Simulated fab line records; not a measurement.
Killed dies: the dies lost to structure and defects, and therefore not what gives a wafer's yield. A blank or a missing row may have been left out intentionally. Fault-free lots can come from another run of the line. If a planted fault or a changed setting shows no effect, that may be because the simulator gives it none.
What tool caused it? ; flow berkeley-cmos170 ; 42 wafers from 14 lots sampled at 6 of the route's 331 steps

WHAT THE GAUGES READ, wafer by wafer
UCB170_NVT_OVL_MEAS_06.
lot;measured;on;NVT_OVL (nm)
L671;day 5 07:50;overlay-02;2 -7 2
L673;day 6 02:49;overlay-02;-3 7 0
L674;day 6 13:06;overlay-01;-7 0 -10
L675;day 6 13:15;overlay-02;-3 -5 -4
L677;day 6 17:13;overlay-01;-6 -11 -7
L676;day 6 17:16;overlay-02;-6 7 -1
L679;day 7 00:22;overlay-02;-7 -4 -12
L683;day 7 00:38;overlay-01;2 -10 3
L678;day 7 00:50;overlay-02;-5 -3 -7
L682;day 7 19:58;overlay-02;-7 -9 -8
L685;day 8 17:18;overlay-02;-4 -6 -4
L690;day 9 09:10;overlay-02;-10 -4 -4
L694;day 9 19:31;overlay-02;-7 -6 1
L693;day 9 21:56;overlay-02;2 7 -6

UCB170_PLDD_TW_MEAS_11.
lot;measured;on;PLDD_TW
L671;day 6 00:17;film-metro-01;1011 1017 1015
L673;day 6 20:20;film-metro-01;1019 1021 1012
L674;day 7 07:19;film-metro-04;1006 1009 1011
L675;day 7 06:44;film-metro-04;1007 1009 1010
L677;day 7 07:51;film-metro-04;1005 1008 1008
L676;day 7 07:01;film-metro-03;1025 1028 1033
L679;day 7 19:43;film-metro-04;1004 1002 1006
L683;day 7 18:16;film-metro-01;1024 1020 1021
L678;day 7 19:52;film-metro-03;1028 1028 1030
L682;day 8 12:35;film-metro-03;946 951 952
L685;day 9 13:05;film-metro-04;943 941 937
L690;day 10 01:56;film-metro-03;1024 1030 1033
L694;day 10 12:17;film-metro-04;1007 1010 1010
L693;day 10 12:02;film-metro-03;1028 1026 1031

UCB170_PSD_CD_MEAS_06: target cd 1200 nm.
lot;measured;on;cd-nm (nm)
L671;day 6 11:11;cd-sem-02;1198.8 1198.3 1198.8
L673;day 7 05:25;cd-sem-01;1197.7 1196.3 1199.1
L674;day 7 15:03;cd-sem-01;1199.2 1198.9 1197.6
L675;day 7 14:45;cd-sem-02;1198.3 1199.7 1201.0
L677;day 7 15:34;cd-sem-01;1200.6 1200.8 1200.4
L676;day 7 15:28;cd-sem-02;1199.1 1197.4 1199.4
L679;day 8 03:43;cd-sem-02;1203.1 1203.9 1204.3
L683;day 8 03:59;cd-sem-01;1199.5 1199.0 1200.0
L678;day 8 04:31;cd-sem-02;1201.5 1201.8 1201.1
L682;day 8 22:32;cd-sem-02;1199.9 1200.0 1200.1
L685;day 9 19:13;cd-sem-02;1200.0 1200.4 1201.1
L690;day 10 09:59;cd-sem-02;1203.8 1201.0 1202.9
L694;day 10 19:32;cd-sem-02;1198.0 1197.1 1197.8
L693;day 10 18:57;cd-sem-01;1205.7 1204.3 1202.3

UCB170_PSD_TW_MEAS_10.
lot;measured;on;PSD_TW
L671;day 6 11:35;film-metro-03;2382 2375 2369
L673;day 7 05:49;film-metro-03;2366 2370 2366
L674;day 7 15:27;film-metro-01;2345 2331 2344
L675;day 7 15:09;film-metro-03;2378 2369 2361
L677;day 7 15:58;film-metro-01;2346 2361 2350
L676;day 7 15:53;film-metro-04;2314 2301 2317
L679;day 8 04:07;film-metro-03;2363 2346 2365
L683;day 8 04:23;film-metro-04;2342 2328 2342
L678;day 8 04:56;film-metro-04;2329 2323 2342
L682;day 8 22:57;film-metro-03;2363 2368 2356
L685;day 9 19:37;film-metro-01;2349 2347 2359
L690;day 10 10:23;film-metro-03;2365 2368 2365
L694;day 10 19:55;film-metro-04;2342 2330 2319
L693;day 10 19:22;film-metro-03;2387 2374 2375

UCB170_SDANNEAL_RS_MEAS_04: measures by four-point-probe.
lot;measured;on;PLDD_RS (ohm/sq)
L671;day 6 15:02;film-metro-04;1029.7 1028.6 1031.2
L673;day 7 09:46;film-metro-04;1033.5 1030.7 1034.1
L674;day 7 22:43;film-metro-03;1029.7 1031.2 1032.9
L675;day 7 21:48;film-metro-03;1029.2 1030.2 1028.3
L677;day 7 22:13;film-metro-04;1036.0 1036.7 1032.5
L676;day 7 22:40;film-metro-01;1029.1 1025.4 1024.9
L679;day 8 07:26;film-metro-04;1034.1 1034.4 1031.2
L683;day 8 07:47;film-metro-01;1030.6 1031.6 1029.8
L678;day 8 08:19;film-metro-04;1030.9 1034.9 1028.5
L682;day 9 03:37;film-metro-03;1244.0 1241.3 1241.0
L685;day 10 00:51;film-metro-03;1238.5 1242.6 1242.6
L690;day 10 16:55;film-metro-03;1033.2 1029.6 1034.0
L694;day 11 00:26;film-metro-04;1033.2 1031.2 1032.5
L693;day 10 23:25;film-metro-04;1032.1 1033.1 1035.2

WHICH TOOL RAN EACH LOT (tool, then ch and the chambers of the sampled wafers, then the start)
lot;UCB170_PLDD_IMPLANT_08
L671;implanter-03 ch 0, day 5 23:53
L673;implanter-03 ch 0, day 6 19:57
L674;implanter-03 ch 0, day 7 06:56
L675;implanter-01 ch 0, day 7 06:20
L677;implanter-01 ch 0, day 7 07:27
L676;implanter-04 ch 0, day 7 06:37
L679;implanter-04 ch 0, day 7 19:19
L683;implanter-04 ch 0, day 7 17:52
L678;implanter-03 ch 0, day 7 19:28
L682;implanter-04 ch 0, day 8 12:11
L685;implanter-04 ch 0, day 9 12:41
L690;implanter-01 ch 0, day 10 01:32
L694;implanter-01 ch 0, day 10 11:55
L693;implanter-03 ch 0, day 10 11:38
- UCB170_PLDD_IMPLANT_08

AS READ BY THE TOOLS THEMSELVES (means over the sampled wafers that have a number; for cases with no such wafer, the mark the record gives instead)
UCB170_PLDD_IMPLANT_08.
lot;tool;dose-ions-cm2;end-station-pressure-torr (Torr);faraday-current-uA
L671;implanter-03;5.001e+13;5.32e-06;162
L673;implanter-03;4.995e+13;5.36e-06;156
L674;implanter-03;4.998e+13;5.11e-06;160
L675;implanter-01;5.003e+13;5.07e-06;151
L677;implanter-01;4.992e+13;5.17e-06;157
L676;implanter-04;4.999e+13;5.21e-06;159
L679;implanter-04;5.004e+13;5.02e-06;154
L683;implanter-04;5.003e+13;5.30e-06;158
L678;implanter-03;5.002e+13;5.26e-06;157
L682;implanter-04;2.898e+13;5.22e-06;93
L685;implanter-04;2.902e+13;5.26e-06;92
L690;implanter-01;5.002e+13;5.03e-06;154
L694;implanter-01;5.008e+13;5.17e-06;152
L693;implanter-03;5.003e+13;5.15e-06;157

THE ANSWER, worked out from the rows above alone
Rule: the usual values come from the lots themselves. Put in order of their means at a reading, lots are off if they are a third of the lots or fewer, leave a main group of 4 or more, and stand apart from it by a gap of 3 or more times the standard deviation of the main group's means; of several such gaps the widest counts. A main group whose means are all the same, to the digits that the tables above print for the reading, isn't used. Also off: a lot with no number at a reading for which 4 or more lots have one. Any other lot the step has rows for is counted as sound. The gauges are gone through in route order, then the tools' own readings, and for those a lot's mean is taken as printed above. The first step at which some lot is off is used, and at that step the reading that is off furthest; a lot without a number counts as furthest.
Off: L682, L685, at UCB170_PLDD_TW_MEAS_11 (PLDD_TW). The main group: mean 1017, standard deviation 9.3.
If a tool, at a process step before that reading, ran all the lots that are off and no sound lot after the first of them, it fits. Not tried: the gauges at UCB170_PLDD_TW_MEAS_11; whatever is off there is also off at UCB170_PLDD_IMPLANT_08, on other tools, and gauge error can't account for it. One fits: implanter-04 at UCB170_PLDD_IMPLANT_08. Its last sound lot is L679 (day 7 19:19), its first lot that is off L682 (day 8 12:11): a fault that began between those two fits.
The tool's own readings at UCB170_PLDD_IMPLANT_08 bear it out: on the lots that are off they differ by more than 5 times the standard deviation of the sound lots' means. dose-ions-cm2 reads 2.900e+13 there against 5.001e+13 on the sound lots; faraday-current-uA reads 92 there against 156 on the sound lots.

WHAT THE SIMULATOR PUT IN
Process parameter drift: implanter-04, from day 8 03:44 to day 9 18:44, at UCB170_PLDD_IMPLANT_08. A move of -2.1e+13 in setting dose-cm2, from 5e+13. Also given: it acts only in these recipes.
Lots struck among those shown: L682, L685. Same finding as the rule above.
